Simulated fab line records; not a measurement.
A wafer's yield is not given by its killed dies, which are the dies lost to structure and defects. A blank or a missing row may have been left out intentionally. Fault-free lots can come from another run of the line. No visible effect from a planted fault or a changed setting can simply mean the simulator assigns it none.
Check of tool commonality :: flow berkeley-cmos170 :: Sampled: 15 lots, 45 wafers

WHAT PROMPTED THE OPENING
3 of 15 lots carry a flag on the reading M3_AL_RS at UCB170_M3_RS_MEAS_02. Wafers without a fault read 0.0323 ohm/sq, standard deviation 0.00035.
Rule: flag the lot when none of its wafers has a number, or when each of its wafers that has one lies beyond 4 standard deviations from that mean. The other lots count as sound.

lot: L253
measured: day 8 11:20
on: film-metro-03
M3_AL_RS (ohm/sq), wafer by wafer: 0.0318 0.0324 0.0318
flag: 

lot: L254
measured: day 9 14:06
on: film-metro-04
M3_AL_RS (ohm/sq), wafer by wafer: 0.0331 0.0326 0.0327
flag: 

lot: L255
measured: day 10 01:39
on: film-metro-03
M3_AL_RS (ohm/sq), wafer by wafer: 0.0322 0.0326 0.0323
flag: 

lot: L256
measured: day 10 04:11
on: film-metro-02
M3_AL_RS (ohm/sq), wafer by wafer: 0.0322 0.0330 0.0326
flag: 

lot: L257
measured: day 10 05:22
on: film-metro-02
M3_AL_RS (ohm/sq), wafer by wafer: 0.0324 0.0320 0.0321
flag: 

lot: L258
measured: day 10 05:29
on: film-metro-02
M3_AL_RS (ohm/sq), wafer by wafer: 0.0157 0.0159 0.0157
flag: FLAGGED

lot: L260
measured: day 10 12:59
on: film-metro-03
M3_AL_RS (ohm/sq), wafer by wafer: 0.0161 0.0160 0.0161
flag: FLAGGED

lot: L259
measured: day 10 13:13
on: film-metro-03
M3_AL_RS (ohm/sq), wafer by wafer: 0.0320 0.0324 0.0319
flag: 

lot: L262
measured: day 10 17:33
on: film-metro-02
M3_AL_RS (ohm/sq), wafer by wafer: 0.0160 0.0161 0.0159
flag: FLAGGED

lot: L265
measured: day 11 02:07
on: film-metro-03
M3_AL_RS (ohm/sq), wafer by wafer: 0.0326 0.0325 0.0323
flag: 

lot: L268
measured: day 12 10:39
on: film-metro-02
M3_AL_RS (ohm/sq), wafer by wafer: 0.0322 0.0326 0.0326
flag: 

lot: L269
measured: day 12 10:48
on: film-metro-04
M3_AL_RS (ohm/sq), wafer by wafer: 0.0327 0.0326 0.0320
flag: 

lot: L270
measured: day 12 10:59
on: film-metro-03
M3_AL_RS (ohm/sq), wafer by wafer: 0.0325 0.0322 0.0321
flag: 

lot: L273
measured: day 12 21:02
on: film-metro-03
M3_AL_RS (ohm/sq), wafer by wafer: 0.0327 0.0320 0.0316
flag: 

lot: L275
measured: day 15 06:17
on: film-metro-03
M3_AL_RS (ohm/sq), wafer by wafer: 0.0321 0.0321 0.0320
flag: 
Average over the flagged lots: 0.0159 ohm/sq; offset from the usual -0.0164 ohm/sq, equal to -47 standard deviations.

LOT BY LOT: THE TOOL USED
2 process steps preceding the reading are held in the record, out of 331 steps in the route. Each cell gives the tool, then ch followed by the chambers the sampled wafers passed through, then the start.
lot: L253
flag: 
UCB170_V2_ETCH_14: rie-diel-04 ch 0,2,3, day 8 10:44
UCB170_M3_SPUTTER_01: pvd-sputter-03, day 8 11:15

lot: L254
flag: 
UCB170_V2_ETCH_14: rie-diel-02 ch 0,2,3, day 9 13:33
UCB170_M3_SPUTTER_01: pvd-sputter-03, day 9 14:01

lot: L255
flag: 
UCB170_V2_ETCH_14: rie-diel-01 ch 0,3, day 10 01:06
UCB170_M3_SPUTTER_01: pvd-sputter-03, day 10 01:34

lot: L256
flag: 
UCB170_V2_ETCH_14: rie-diel-01 ch 0,3, day 10 03:37
UCB170_M3_SPUTTER_01: pvd-sputter-04, day 10 04:05

lot: L257
flag: 
UCB170_V2_ETCH_14: rie-diel-02 ch 0,1, day 10 04:48
UCB170_M3_SPUTTER_01: pvd-sputter-02, day 10 05:16

lot: L258
flag: FLAGGED
UCB170_V2_ETCH_14: rie-diel-04 ch 0,2,3, day 10 04:34
UCB170_M3_SPUTTER_01: pvd-sputter-03, day 10 05:02

lot: L260
flag: FLAGGED
UCB170_V2_ETCH_14: rie-diel-01 ch 0,1,3, day 10 12:10
UCB170_M3_SPUTTER_01: pvd-sputter-02, day 10 12:38

lot: L259
flag: 
UCB170_V2_ETCH_14: rie-diel-01 ch 0,1,3, day 10 12:40
UCB170_M3_SPUTTER_01: pvd-sputter-03, day 10 13:07

lot: L262
flag: FLAGGED
UCB170_V2_ETCH_14: rie-diel-02 ch 0,1, day 10 16:45
UCB170_M3_SPUTTER_01: pvd-sputter-03, day 10 17:13

lot: L265
flag: 
UCB170_V2_ETCH_14: rie-diel-04 ch 1,2, day 11 01:32
UCB170_M3_SPUTTER_01: pvd-sputter-03, day 11 02:00

lot: L268
flag: 
UCB170_V2_ETCH_14: rie-diel-04 ch 0,1, day 12 10:06
UCB170_M3_SPUTTER_01: pvd-sputter-04, day 12 10:34

lot: L269
flag: 
UCB170_V2_ETCH_14: rie-diel-01 ch 0,1,3, day 12 10:11
UCB170_M3_SPUTTER_01: pvd-sputter-03, day 12 10:39

lot: L270
flag: 
UCB170_V2_ETCH_14: rie-diel-04 ch 1,2, day 12 10:25
UCB170_M3_SPUTTER_01: pvd-sputter-02, day 12 10:53

lot: L273
flag: 
UCB170_V2_ETCH_14: rie-diel-01 ch 0,2,3, day 12 20:29
UCB170_M3_SPUTTER_01: pvd-sputter-04, day 12 20:57

lot: L275
flag: 
UCB170_V2_ETCH_14: rie-diel-04 ch 0,1,2, day 15 05:44
UCB170_M3_SPUTTER_01: pvd-sputter-03, day 15 06:12
What the steps here do:
- UCB170_V2_ETCH_14: etches SiO2 in CHF3/CF4/Ar, stops on Al, target depth 1250 nm, time 291 s.
- UCB170_M3_SPUTTER_01: material Al, target thk 900 nm, time 120 s.
- UCB170_M3_RS_MEAS_02: measures by four-point-probe.

FLAGGED AGAINST TOTAL, ONE TOOL AT A TIME (gauges that did the reading follow at the end)
step: UCB170_V2_ETCH_14
tool: rie-diel-01
lots run: 6
flagged: 1
share of the flagged lots: some
sound lots run after its first flagged lot: 3 (L259,L269,L273)

step: UCB170_V2_ETCH_14
tool: rie-diel-02
lots run: 3
flagged: 1
share of the flagged lots: some
sound lots run after its first flagged lot: 0

step: UCB170_V2_ETCH_14
tool: rie-diel-04
lots run: 6
flagged: 1
share of the flagged lots: some
sound lots run after its first flagged lot: 4 (L265,L268,L270,L275)

step: UCB170_M3_SPUTTER_01
tool: pvd-sputter-02
lots run: 3
flagged: 1
share of the flagged lots: some
sound lots run after its first flagged lot: 1 (L270)

step: UCB170_M3_SPUTTER_01
tool: pvd-sputter-03
lots run: 9
flagged: 2
share of the flagged lots: some
sound lots run after its first flagged lot: 4 (L259,L265,L269,L275)

step: UCB170_M3_SPUTTER_01
tool: pvd-sputter-04
lots run: 3
flagged: 0
share of the flagged lots: none
sound lots run after its first flagged lot: -

step: UCB170_M3_RS_MEAS_02
tool: film-metro-02
lots run: 5
flagged: 2
share of the flagged lots: some
sound lots run after its first flagged lot: 1 (L268)

step: UCB170_M3_RS_MEAS_02
tool: film-metro-03
lots run: 8
flagged: 1
share of the flagged lots: some
sound lots run after its first flagged lot: 5 (L259,L265,L270,L273,L275)

step: UCB170_M3_RS_MEAS_02
tool: film-metro-04
lots run: 2
flagged: 0
share of the flagged lots: none
sound lots run after its first flagged lot: -

WHAT THE TABLE PERMITS
No row of the table ran every flagged lot.

WHAT HAD BEEN PUT IN BY THE SIMULATOR
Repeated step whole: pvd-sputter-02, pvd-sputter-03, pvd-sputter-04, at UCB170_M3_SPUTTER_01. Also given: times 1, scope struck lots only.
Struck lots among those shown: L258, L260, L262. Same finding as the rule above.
